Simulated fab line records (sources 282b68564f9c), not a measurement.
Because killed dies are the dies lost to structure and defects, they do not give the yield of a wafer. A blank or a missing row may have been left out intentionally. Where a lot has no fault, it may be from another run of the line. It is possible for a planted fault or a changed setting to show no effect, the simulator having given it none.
Struck lot and sound lot, side by side | flow rit_cmos | 34 out of 202 route steps
Sound: the wafers L178.3, L178.4, L178.6. Wafers L185.2, L185.3, L185.4 were the ones struck. The cause is named last.
Order at every step that has rows: each side's tool, ch and its chambers, its first start. Under that, the readings that differ: sound wafers | struck wafers | difference of the means | sigmas: that difference in standard deviations of wafers without a fault.
alike: words and numbers the same on both sides, and readings whose means are apart by under 2 such deviations; not compared: readings that were withheld, readings missing a value for some wafer, numbers with overlapping values and no deviation given by the record, and bounds like >300 which may hide the same value.
Wherever a step has rows on one side only, a row that says differs or no value, or a row with sigmas, the two part there. Numbers that don't overlap but have no deviation are shown without sigmas and don't part them. A reading that every wafer of one side lacks parts them only if that side has two wafers or more.

first, 3 steps without rows for these wafers: RIT_PWELL_EXPOSE_03 (exposes mask M3, target cd 43700 nm); RIT_PWELL_PEB_04; RIT_PWELL_DEVELOP_05 (develop time 68 s).
RIT_PWELL_OVL_MEAS_06:
  struck on overlay-01, day 5 02:39; sound on overlay-02, day 3 17:33
  alike: PWELL_OVL
then, 2 steps without rows for these wafers: RIT_PWELL_HARDBAKE_07 (time 120 s); RIT_PWELL_IMPLANT_08.
RIT_PWELL_STRIP_09: strips in O2, time 180 s.
  sound on plasma_asher-01 ch 0,1, day 3 18:02; struck on plasma_asher-02 ch 0,1, day 5 03:05
  alike: drypump_motor_current_A
  not compared: rf_hours_counter_h
RIT_PWELL_TW_MEAS_10:
  struck on film_metro-01, day 5 03:16; sound on film_metro-02, day 3 18:10
  reading  | sound       | struck      | difference | sigmas
  PWELL_TW | 935 936 936 | 960 960 963 | +25        | +2
then, 1 step without rows for these wafers: RIT_WELLDRIVE_ANNEAL_00 (time 14700 s).
RIT_WELLDRIVE_RS_MEAS_01: measurement is done with a four-point probe.
  struck on film_metro-01, day 5 09:01; sound on film_metro-02, day 3 23:50
  alike: NWELL_RS
RIT_WELLDRIVE_RS_MEAS_02: measurement is done with a four-point probe.
  struck on film_metro-01, day 5 09:08; sound on film_metro-02, day 3 23:57
  alike: PWELL_RS
then, 1 step without rows for these wafers: RIT_NRETRO_HMDS_00 (prime time 60 s).
RIT_NRETRO_COAT_01: resist thk 1289 nm.
  struck on litho_track-03, day 5 09:25; sound on litho_track-04 ch 0, day 4 00:14
  no value came back on the struck wafers for chill_plate_temp_C (C), dispense_pressure_kPa (kPa); on the sound wafers chill_plate_temp_C (C) reads 23.02 23.00 23.16
then, 4 steps without rows for these wafers: RIT_NRETRO_SOFTBAKE_02 (time 60 s); RIT_NRETRO_EXPOSE_03 (exposes mask M4, target cd 43900 nm); RIT_NRETRO_PEB_04; RIT_NRETRO_DEVELOP_05 (develop time 69.64 s).
RIT_NRETRO_OVL_MEAS_06:
  struck on overlay-01, day 5 10:07; sound on overlay-02, day 4 00:56
  reading         | sound       | struck | difference                    | sigmas
  NRETRO_OVL (nm) | 2.2 0.7 1.9 | - - -  | no value on the struck wafers |
then, 2 steps without rows for these wafers: RIT_NRETRO_HARDBAKE_07 (time 120 s); RIT_NRETRO_IMPLANT_08.
RIT_NRETRO_STRIP_09: strips in O2, time 180 s.
  sound on plasma_asher-03 ch 0,1, day 4 01:25; struck on plasma_asher-02 ch 0,1, day 5 10:33
  alike: drypump_motor_current_A
  not compared: rf_hours_counter_h
RIT_NRETRO_TW_MEAS_10:
  struck on film_metro-03, day 5 10:44; sound on film_metro-03, day 4 01:33
  alike: NRETRO_TW
then, 6 steps without rows for these wafers: RIT_PRETRO_HMDS_00 (prime time 60 s); RIT_PRETRO_COAT_01 (resist thk 1300 nm); RIT_PRETRO_SOFTBAKE_02 (time 60 s); RIT_PRETRO_EXPOSE_03 (exposes mask M5, target cd 43700 nm); RIT_PRETRO_PEB_04; RIT_PRETRO_DEVELOP_05 (develop time 68 s).
RIT_PRETRO_OVL_MEAS_06:
  struck on overlay-01, day 5 11:45; sound on overlay-01, day 4 02:29
  reading         | sound         | struck      | difference | sigmas
  PRETRO_OVL (nm) | -0.9 0.4 -0.1 | 2.2 2.6 2.6 | +2.7       | +2
then, 2 steps without rows for these wafers: RIT_PRETRO_HARDBAKE_07 (time 120 s); RIT_PRETRO_IMPLANT_08.
RIT_PRETRO_STRIP_09: strips in O2, time 180 s.
  sound on plasma_asher-03 ch 0,1, day 4 02:58; struck on plasma_asher-01 ch 0,1, day 5 12:11
  alike: drypump_motor_current_A
  not compared: rf_hours_counter_h
RIT_PRETRO_TW_MEAS_10:
  struck on film_metro-01, day 5 12:22; sound on film_metro-02, day 4 03:06
  reading   | sound       | struck         | difference | sigmas
  PRETRO_TW | 469 470 471 | 1092 1102 1089 | +624       | +98
then, 1 step without rows for these wafers: RIT_GATE_WET_ETCH_00 (etches SiO2 in BOE, target depth 56 nm, time 60 s).

== WHERE THEY PART ==
Earliest at RIT_PWELL_TW_MEAS_10; latest, in this record, at RIT_PRETRO_TW_MEAS_10.

WHY: what the simulator had put in
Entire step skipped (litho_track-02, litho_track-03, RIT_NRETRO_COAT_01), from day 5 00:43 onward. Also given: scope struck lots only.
